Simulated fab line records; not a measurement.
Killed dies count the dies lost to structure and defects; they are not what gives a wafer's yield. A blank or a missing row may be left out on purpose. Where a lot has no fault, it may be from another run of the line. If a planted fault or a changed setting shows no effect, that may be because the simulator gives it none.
Which tool is to blame? | flow rit_cmos | 36 wafers from 12 lots sampled at 6 of the route's 202 steps

== WHAT EACH GAUGE READ, for each wafer ==
RIT_ACTIVE_CD_MEAS_90 targets a cd of 1400 nm. Usual: cd_nm reads 1400.2 nm (standard deviation 2).
lot  | measured    | on        | cd_nm (nm)           | flag
L504 | day 1 15:04 | cd_sem-01 | 1399.7 1399.9 1398.2 |
L505 | day 1 21:04 | cd_sem-02 | 1400.2 1399.4 1400.9 |
L506 | day 2 01:13 | cd_sem-01 | 1399.0 1398.8 1399.8 |
L507 | day 2 07:04 | cd_sem-02 | 1398.4 1400.7 1402.4 |
L508 | day 2 14:28 | cd_sem-01 | 1399.8 1399.4 1399.8 |
L512 | day 3 07:12 | cd_sem-02 | 1400.3 1400.7 1402.0 |
L515 | day 3 23:04 | cd_sem-02 | 1401.7 1400.6 1401.7 |
L516 | day 4 04:22 | cd_sem-01 | 1400.9 1403.2 1401.5 |
L518 | day 4 14:03 | cd_sem-01 | 1401.4 1399.7 1400.5 |
L523 | day 5 14:06 | cd_sem-01 | 1403.5 1401.8 1401.7 |
L526 | day 6 05:11 | cd_sem-01 | 1402.9 1403.5 1402.9 |
L527 | day 6 10:57 | cd_sem-02 | 1395.8 1399.1 1399.4 |

RIT_NLDD_TW_MEAS_10. Usual: NLDD_TW typically reads 2481, with standard deviation 19.
lot  | measured    | on            | NLDD_TW        | flag
L504 | day 2 20:41 | film_metro-02 | 2494 2496 2505 |
L505 | day 3 00:55 | film_metro-02 | 2501 2488 2499 |
L506 | day 3 08:16 | film_metro-02 | 2508 2509 2511 |
L507 | day 3 13:28 | film_metro-04 | 2456 2450 2441 |
L508 | day 3 19:46 | film_metro-01 | 2465 2459 2457 |
L512 | day 4 12:41 | film_metro-02 | 2514 2506 2514 |
L515 | day 5 03:04 | film_metro-02 | 2691 2681 2697 | OFF
L516 | day 5 09:46 | film_metro-02 | 2685 2678 2679 | OFF
L518 | day 5 17:49 | film_metro-01 | 2484 2492 2475 |
L523 | day 7 00:59 | film_metro-02 | 2496 2473 2482 |
L526 | day 7 14:29 | film_metro-04 | 2461 2457 2466 |
L527 | day 7 23:02 | film_metro-04 | 2468 2457 2463 |

RIT_SDANNEAL_RS_MEAS_07: measurement is done with a four-point probe. Usual: NLDD_RS typically reads 153.8 ohm/sq, with standard deviation 0.55.
lot  | measured    | on            | NLDD_RS (ohm/sq)  | flag
L504 | day 3 04:31 | film_metro-01 | 154.2 154.4 154.2 |
L505 | day 3 08:44 | film_metro-04 | 154.3 154.2 154.0 |
L506 | day 3 16:01 | film_metro-04 | 152.8 153.8 153.6 |
L507 | day 3 22:10 | film_metro-04 | 152.8 153.4 152.8 |
L508 | day 4 03:46 | film_metro-04 | 152.8 153.7 153.6 |
L512 | day 4 20:58 | film_metro-04 | 153.4 153.8 153.6 |
L515 | day 5 11:14 | film_metro-01 | 149.2 149.1 148.9 | OFF
L516 | day 5 17:37 | film_metro-02 | 149.4 149.5 149.5 | OFF
L518 | day 6 01:33 | film_metro-04 | 154.4 153.2 153.9 |
L523 | day 7 08:53 | film_metro-02 | 154.9 155.0 154.8 |
L526 | day 7 22:24 | film_metro-02 | 153.7 154.0 154.1 |
L527 | day 8 06:48 | film_metro-04 | 152.9 152.8 153.1 |

== WHICH TOOL RAN EACH LOT (tool, then ch and the chambers of the sampled wafers, then the start) ==
lot  | RIT_ACTIVE_ETCH_13                | RIT_ACTIVE_STRIP_14                 | RIT_NLDD_IMPLANT_08
L504 | rie_diel-02 ch 1,2,3, day 1 14:43 | plasma_asher-03 ch 0,1, day 1 14:54 | implanter-03 ch 0, day 2 20:23
L505 | rie_diel-02 ch 0,3, day 1 20:42   | plasma_asher-03 ch 0,1, day 1 20:53 | implanter-02 ch 0, day 3 00:38
L506 | rie_diel-02 ch 0,2,3, day 2 00:54 | plasma_asher-02 ch 0,1, day 2 01:02 | implanter-02 ch 0, day 3 07:57
L507 | rie_diel-03 ch 1,2, day 2 06:44   | plasma_asher-02 ch 1, day 2 06:52   | implanter-02 ch 0, day 3 13:09
L508 | rie_diel-03 ch 1,2,3, day 2 14:08 | plasma_asher-04 ch 0,1, day 2 14:17 | implanter-01 ch 0, day 3 19:27
L512 | rie_diel-03 ch 0,1, day 3 06:52   | plasma_asher-04 ch 0,1, day 3 07:01 | implanter-01 ch 0, day 4 12:23
L515 | rie_diel-03 ch 1,2, day 3 22:46   | plasma_asher-02 ch 0,1, day 3 22:53 | implanter-03 ch 0, day 5 02:45
L516 | rie_diel-03 ch 0,1,2, day 4 04:04 | plasma_asher-02 ch 0,1, day 4 04:11 | implanter-03 ch 0, day 5 09:26
L518 | rie_diel-03 ch 2,3, day 4 13:44   | plasma_asher-04 ch 0,1, day 4 13:52 | implanter-01 ch 0, day 5 17:30
L523 | rie_diel-03 ch 2,3, day 5 13:47   | plasma_asher-03 ch 0,1, day 5 13:55 | implanter-01 ch 0, day 7 00:40
L526 | rie_diel-04 ch 0,1, day 6 04:53   | plasma_asher-02 ch 0, day 6 05:01   | implanter-01 ch 0, day 7 14:10
L527 | rie_diel-04 ch 0,1,3, day 6 10:38 | plasma_asher-04 ch 0,1, day 6 10:46 | implanter-01 ch 0, day 7 22:43
- RIT_ACTIVE_ETCH_13: etches Si3N4 in SF6, stops on SiO2, time 210 s, target depth 210 nm.
- RIT_ACTIVE_STRIP_14: strips in O2, time 180 s.
- RIT_NLDD_IMPLANT_08

== AS READ BY THE TOOLS THEMSELVES (means over the sampled wafers that have a number; for cases with no such wafer, the mark the record gives instead) ==
RIT_ACTIVE_ETCH_13. Usual: drypump_motor_current_A 5.5 A, standard deviation 0.36; oes_product_au 0.819 a.u., standard deviation 0.014; rf_fwd_power_W 124.6 W, standard deviation 0.37; throttle_valve_pct 7.52 %, standard deviation 0.095.
lot  | tool        | drypump_motor_current_A (A) | oes_product_au (a.u.) | rf_fwd_power_W (W) | throttle_valve_pct (%) | flag
L504 | rie_diel-02 | 5.4                         | 0.828                 | 124.6              | 7.55                   |
L505 | rie_diel-02 | 5.5                         | 0.801                 | 124.6              | 7.41                   |
L506 | rie_diel-02 | 5.3                         | 0.811                 | 124.7              | 7.49                   |
L507 | rie_diel-03 | 5.5                         | 0.834                 | 124.8              | 7.56                   |
L508 | rie_diel-03 | 5.5                         | 0.832                 | 124.6              | 7.53                   |
L512 | rie_diel-03 | 5.5                         | 0.828                 | 125.1              | 7.60                   |
L515 | rie_diel-03 | 5.5                         | 0.824                 | 124.6              | 7.56                   |
L516 | rie_diel-03 | 5.6                         | 0.826                 | 124.4              | 7.56                   |
L518 | rie_diel-03 | 5.4                         | 0.830                 | 124.3              | 7.50                   |
L523 | rie_diel-03 | 5.5                         | 0.820                 | 124.7              | 7.49                   |
L526 | rie_diel-04 | 5.8                         | 0.811                 | 124.4              | 7.42                   |
L527 | rie_diel-04 | 5.5                         | 0.803                 | 124.6              | 7.51                   |

RIT_ACTIVE_STRIP_14. Usual: drypump_motor_current_A reads 5.9 A (standard deviation 0.6).
lot  | tool            | drypump_motor_current_A (A) | flag
L504 | plasma_asher-03 | 6.4                         |
L505 | plasma_asher-03 | 6.5                         |
L506 | plasma_asher-02 | 5.6                         |
L507 | plasma_asher-02 | 4.8                         |
L508 | plasma_asher-04 | 5.6                         |
L512 | plasma_asher-04 | 5.6                         |
L515 | plasma_asher-02 | 5.6                         |
L516 | plasma_asher-02 | 5.6                         |
L518 | plasma_asher-04 | 6.0                         |
L523 | plasma_asher-03 | 6.3                         |
L526 | plasma_asher-02 | 5.9                         |
L527 | plasma_asher-04 | 5.6                         |

RIT_NLDD_IMPLANT_08. Usual: beam_energy_keV 20.001, standard deviation 0.0057; beam_on_s 30.3 s, standard deviation 1.9; faraday_current_uA 516, standard deviation 32; tilt_deg 6.997 degrees, standard deviation 0.022.
lot  | tool         | beam_energy_keV | beam_on_s (s) | faraday_current_uA | tilt_deg (degrees) | flag
L504 | implanter-03 | 20.000          | 31.8          | 490                | 6.980              |
L505 | implanter-02 | 20.003          | 28.6          | 545                | 6.982              |
L506 | implanter-02 | 19.995          | 29.1          | 536                | 6.997              |
L507 | implanter-02 | 20.002          | 29.1          | 535                | 6.997              |
L508 | implanter-01 | 20.000          | 28.8          | 541                | 6.982              |
L512 | implanter-01 | 19.998          | 28.0          | 556                | 7.006              |
L515 | implanter-03 | 26.001          | 21.8          | 714                | 6.958              | OFF
L516 | implanter-03 | 26.002          | 22.1          | 704                | 6.998              | OFF
L518 | implanter-01 | 19.996          | 28.2          | 553                | 7.011              |
L523 | implanter-01 | 20.009          | 28.1          | 556                | 7.017              |
L526 | implanter-01 | 20.000          | 28.6          | 543                | 6.991              |
L527 | implanter-01 | 19.997          | 29.0          | 539                | 6.996              |

== THE ANSWER, worked out from the rows above alone ==
Rule: a lot is off if the mean of its wafers that have a number lies more than 3 standard deviations from the usual mean. Also off: a lot with no number at a reading for which 4 or more lots have one. The other lots that the step has rows for count as sound. The gauges are gone through in route order, then the tools' own readings, and for those a lot's mean is taken as printed above. The first step at which some lot is off is used, and at that step the reading that is off furthest; a lot without a number counts as furthest.
Off: L515, L516, seen at RIT_NLDD_TW_MEAS_10 (NLDD_TW).
If a tool, at a process step before that reading, ran all the lots that are off and no sound lot after the first of them, it fits. The gauges at RIT_NLDD_TW_MEAS_10 aren't tried: what is off there is off at RIT_NLDD_IMPLANT_08 too, on other tools, and a gauge's error can't cause that. One candidate fits, namely implanter-03 at RIT_NLDD_IMPLANT_08. A fault onset in the window from L504 (day 2 20:23, its last sound lot) to L515 (day 5 02:45, its first lot off) fits.
The tool's own readings at RIT_NLDD_IMPLANT_08 bear it out: on the lots that are off they differ by more than 5 times the standard deviation of the sound lots' means. beam_energy_keV reads 26.002 there against 20.000 on the sound lots; beam_on_s reads 22.0 s there against 28.9 s on the sound lots; faraday_current_uA reads 709 there against 539 on the sound lots.

== WHAT HAD BEEN PUT IN BY THE SIMULATOR ==
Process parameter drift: implanter-03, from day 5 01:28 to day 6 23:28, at RIT_NLDD_IMPLANT_08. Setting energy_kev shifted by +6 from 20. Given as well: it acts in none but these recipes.
Struck lots among those shown: L515, L516. The same result came from the rule above.
